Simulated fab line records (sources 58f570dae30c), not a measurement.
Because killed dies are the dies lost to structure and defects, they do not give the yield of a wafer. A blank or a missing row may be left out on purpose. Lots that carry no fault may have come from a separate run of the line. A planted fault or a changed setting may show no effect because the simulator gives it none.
Lot-split experiment / flow berkeley cmos170 / on a route of 331 steps: 5 lots, 23 wafers read

== SPLIT DETAILS ==
At UCB170_NVT_IMPLANT_07, the setting energy kev was moved away from the recipe's 50 on 7 of the 23 wafers read, by -4.4% to +1.9%. For the rest of the wafers, this setting stayed at what the recipe calls for.

Reading taken at the split's own step.

== THE READING ==
implant.drp nm (the simulator's own value, which no gauge read), in nm, at UCB170_NVT_IMPLANT_07. There is no usual value for it anywhere in the file.

wafer=L074.1; tool, chamber at the split=implanter-02, 0; energy kev as run=50; against the recipe=recipe; implant.drp nm, nm=18.57; against lot-mates on the recipe=-
wafer=L074.3; tool, chamber at the split=implanter-02, 0; energy kev as run=50; against the recipe=recipe; implant.drp nm, nm=18.57; against lot-mates on the recipe=-
wafer=L074.4; tool, chamber at the split=implanter-02, 0; energy kev as run=50; against the recipe=recipe; implant.drp nm, nm=18.57; against lot-mates on the recipe=-
wafer=L074.2; tool, chamber at the split=implanter-02, 0; energy kev as run=50.8; against the recipe=+1.6%; implant.drp nm, nm=18.78; against lot-mates on the recipe=+0.21
wafer=L074.6; tool, chamber at the split=implanter-02, 0; energy kev as run=50.8; against the recipe=+1.6%; implant.drp nm, nm=18.78; against lot-mates on the recipe=+0.21
wafer=L077.1; tool, chamber at the split=implanter-03, 0; energy kev as run=50; against the recipe=recipe; implant.drp nm, nm=18.57; against lot-mates on the recipe=-
wafer=L077.2; tool, chamber at the split=implanter-03, 0; energy kev as run=50; against the recipe=recipe; implant.drp nm, nm=18.57; against lot-mates on the recipe=-
wafer=L077.3; tool, chamber at the split=implanter-03, 0; energy kev as run=50; against the recipe=recipe; implant.drp nm, nm=18.57; against lot-mates on the recipe=-
wafer=L077.4; tool, chamber at the split=implanter-03, 0; energy kev as run=50; against the recipe=recipe; implant.drp nm, nm=18.57; against lot-mates on the recipe=-
wafer=L077.6; tool, chamber at the split=implanter-03, 0; energy kev as run=50; against the recipe=recipe; implant.drp nm, nm=18.57; against lot-mates on the recipe=-
wafer=L082.1; tool, chamber at the split=implanter-02, 0; energy kev as run=50; against the recipe=recipe; implant.drp nm, nm=18.57; against lot-mates on the recipe=-
wafer=L082.3; tool, chamber at the split=implanter-02, 0; energy kev as run=50; against the recipe=recipe; implant.drp nm, nm=18.57; against lot-mates on the recipe=-
wafer=L082.2; tool, chamber at the split=implanter-02, 0; energy kev as run=47.82; against the recipe=-4.4%; implant.drp nm, nm=17.99; against lot-mates on the recipe=-0.58
wafer=L082.4; tool, chamber at the split=implanter-02, 0; energy kev as run=47.82; against the recipe=-4.4%; implant.drp nm, nm=17.99; against lot-mates on the recipe=-0.58
wafer=L082.5; tool, chamber at the split=implanter-02, 0; energy kev as run=47.82; against the recipe=-4.4%; implant.drp nm, nm=17.99; against lot-mates on the recipe=-0.58
wafer=L083.1; tool, chamber at the split=implanter-03, 0; energy kev as run=50; against the recipe=recipe; implant.drp nm, nm=18.57; against lot-mates on the recipe=-
wafer=L083.2; tool, chamber at the split=implanter-03, 0; energy kev as run=50; against the recipe=recipe; implant.drp nm, nm=18.57; against lot-mates on the recipe=-
wafer=L083.4; tool, chamber at the split=implanter-03, 0; energy kev as run=50; against the recipe=recipe; implant.drp nm, nm=18.57; against lot-mates on the recipe=-
wafer=L083.3; tool, chamber at the split=implanter-03, 0; energy kev as run=50.93; against the recipe=+1.9%; implant.drp nm, nm=18.82; against lot-mates on the recipe=+0.25
wafer=L083.6; tool, chamber at the split=implanter-03, 0; energy kev as run=50.93; against the recipe=+1.9%; implant.drp nm, nm=18.82; against lot-mates on the recipe=+0.25
wafer=L085.1; tool, chamber at the split=implanter-03, 0; energy kev as run=50; against the recipe=recipe; implant.drp nm, nm=18.57; against lot-mates on the recipe=-
wafer=L085.3; tool, chamber at the split=implanter-03, 0; energy kev as run=50; against the recipe=recipe; implant.drp nm, nm=18.57; against lot-mates on the recipe=-
wafer=L085.5; tool, chamber at the split=implanter-03, 0; energy kev as run=50; against the recipe=recipe; implant.drp nm, nm=18.57; against lot-mates on the recipe=-

FIT RESULTS
A straight line over all 23 wafers: implant.drp nm changes by +0.133 nm for each +1% of energy kev; r = +1.00; the points scatter about the line by 0.0012 nm.
The same after taking each lot's own level away (the mean of its wafers on the recipe; 23 wafers): +0.133 nm for each +1%; r = +1.00; scatter 0.0012 nm.
On that fit, the largest move of energy kev shifts the reading by 0.58 nm.
The lots' own levels span 18.570 to 18.570 nm.
Hence the lot-to-lot level has little effect on the slope; both slopes agree.
Check: with one of the wafers moved furthest among these (-4.4%) left out of the fit, the line predicts -0.58 nm for it against its lot-mates. Against them it came out at -0.58 nm.

== FURTHER SPLITS ON THESE WAFERS ==
Note: prior to the reading, these wafers also went through further splits. Each is held against what the fit with the lots' levels taken away leaves over:
other split on the same wafers=UCB170_START_OXIDATION_02 ox time s; wafers away from the commonest value=18; r with implant.drp nm (lot level and that fit taken away)=+0.00
other split on the same wafers=UCB170_SACOX_OXIDATION_01 temp c; wafers away from the commonest value=18; r with implant.drp nm (lot level and that fit taken away)=-0.01

== THE WHOLE CHAIN: every reading that the file lists as answering this split, in the file's order ==
step=UCB170_NVT_IMPLANT_07; what it does=; reading=implant.rp nm (the simulator's own value, which no gauge read); change (the file's fit)=+0.366 nm for each +1% of the setting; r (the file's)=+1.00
step=UCB170_NVT_IMPLANT_07; what it does=; reading=implant.drp nm (the simulator's own value, which no gauge read); change (the file's fit)=+0.134 nm for each +1% of the setting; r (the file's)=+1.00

== FILE'S OWN FIT ==
implant.drp nm changes by +0.134 nm for each +1% of energy kev, r = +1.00.
